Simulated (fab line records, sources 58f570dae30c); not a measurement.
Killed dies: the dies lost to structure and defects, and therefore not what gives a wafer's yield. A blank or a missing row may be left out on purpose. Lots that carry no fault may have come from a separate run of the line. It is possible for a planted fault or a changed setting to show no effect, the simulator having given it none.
Split-lot trial | flow berkeley-cmos170 | 5 lots, 23 wafers read, on a route of 331 steps

== ABOUT THE SPLIT ==
At UCB170_FIELD_OXIDATION_01 (target thk 558.3 nm, ox time 7200 s), the setting ox-time-s was moved away from the recipe's 7200 s on 15 of the 23 wafers read, by -10.4% to +14.9%. This setting was run at the recipe's value on the other wafers.

== FROM THE SPLIT TO THE READING: what the file shows between them, 11 steps ==
- UCB170_FIELD_WET_ETCH_04: etches SiO2 in dHF, time 60 s (also split here: time-s)
- UCB170_FIELD_WET_ETCH_05: etches Si3N4 in H3PO4, time 12600 s
- UCB170_FIELD_WET_ETCH_06: etches SiO2 in BOE, time 22 s
- UCB170_FIELD_THK_MEAS_90
- UCB170_NVT_IMPLANT_07 (also split here: dose-cm2)
- UCB170_NVT_STRIP_08: strips in O2
- UCB170_NVT_TW_MEAS_09
- UCB170_PVT_HMDS_00: prime time 60 s (also split here: prime-temp-c)
- UCB170_PVT_COAT_01: resist thk 900 nm
- UCB170_PVT_SOFTBAKE_02: time 60 s
- UCB170_GATE_WET_ETCH_00: etches SiO2 in dHF, time 200 s

== THE READING ==
FIELD_OXIDE_LEFT_2_THK at UCB170_FIELD_THK_MEAS_91, in nm. Fault-free wafers of this fab line usually give 353 nm, standard deviation 9.6 nm.

wafer  | tool, chamber at the split | ox-time-s as run, s | against the recipe | FIELD_OXIDE_LEFT_2_THK, nm | against lot-mates on the recipe
L075.2 | -, -                       | 7567                | +5.1%              | 363                        | no lot-mate on the recipe
L075.3 | -, -                       | 7567                | +5.1%              | 363                        | no lot-mate on the recipe
L075.4 | -, -                       | 7567                | +5.1%              | 368                        | no lot-mate on the recipe
L075.5 | -, -                       | 7567                | +5.1%              | 363                        | no lot-mate on the recipe
L075.6 | -, -                       | 7567                | +5.1%              | 368                        | no lot-mate on the recipe
L076.1 | -, -                       | 7200                | recipe             | 363                        | -
L076.2 | -, -                       | 7200                | recipe             | 365                        | -
L076.3 | -, -                       | 7200                | recipe             | 366                        | -
L076.4 | -, -                       | 7200                | recipe             | 376                        | -
L076.5 | -, -                       | 7200                | recipe             | 361                        | -
L077.1 | -, -                       | 6451                | -10.4%             | 315                        | no lot-mate on the recipe
L077.2 | -, -                       | 6451                | -10.4%             | 309                        | no lot-mate on the recipe
L077.3 | -, -                       | 6451                | -10.4%             | 318                        | no lot-mate on the recipe
L077.4 | -, -                       | 6451                | -10.4%             | 307                        | no lot-mate on the recipe
L077.5 | -, -                       | 6451                | -10.4%             | 316                        | no lot-mate on the recipe
L081.1 | -, -                       | 8276                | +14.9%             | 401                        | no lot-mate on the recipe
L081.2 | -, -                       | 8276                | +14.9%             | 403                        | no lot-mate on the recipe
L081.4 | -, -                       | 8276                | +14.9%             | 398                        | no lot-mate on the recipe
L081.5 | -, -                       | 8276                | +14.9%             | 397                        | no lot-mate on the recipe
L081.6 | -, -                       | 8276                | +14.9%             | 392                        | no lot-mate on the recipe
L085.1 | furnace-01, 0              | 7200                | recipe             | 347                        | -
L085.2 | furnace-01, 0              | 7200                | recipe             | 347                        | -
L085.3 | furnace-01, 0              | 7200                | recipe             | 356                        | -

THE FIT
A straight line over all 23 wafers: FIELD_OXIDE_LEFT_2_THK changes by +3.24 nm for each +1% of ox-time-s; r = +0.96; the points scatter about the line by 8.8 nm.
Too few moved wafers with a lot-mate on the recipe to fit a line net of each lot's own level.

== THE WHOLE CHAIN: every reading that the file lists as answering this split, in the file's order ==
step                      | what it does                        | reading                                                                            | change (the file's fit)              | r (the file's)
UCB170_FIELD_OXIDATION_01 | target thk 558.3 nm, ox time 7200 s | SiO2_of_FIELD_OXIDATION_01.thk-nm (the simulator's own value, which no gauge read) | +3.27 nm for each +1% of the setting | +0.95
UCB170_FIELD_WET_ETCH_04  | etches SiO2 in dHF, time 60 s       | SiO2_of_FIELD_OXIDATION_01.thk-nm (the simulator's own value, which no gauge read) | +3.21 nm for each +1% of the setting | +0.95
UCB170_FIELD_THK_MEAS_90  |                                     | FIELD_OXIDE_LEFT_1_THK                                                             | +3.2 for each +1% of the setting     | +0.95
UCB170_FIELD_THK_MEAS_91  |                                     | FIELD_OXIDE_LEFT_2_THK                                                             | +3.24 for each +1% of the setting    | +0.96

== FILE'S OWN FIT ==
FIELD_OXIDE_LEFT_2_THK changes by +3.24 nm for each +1% of ox-time-s, r = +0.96.
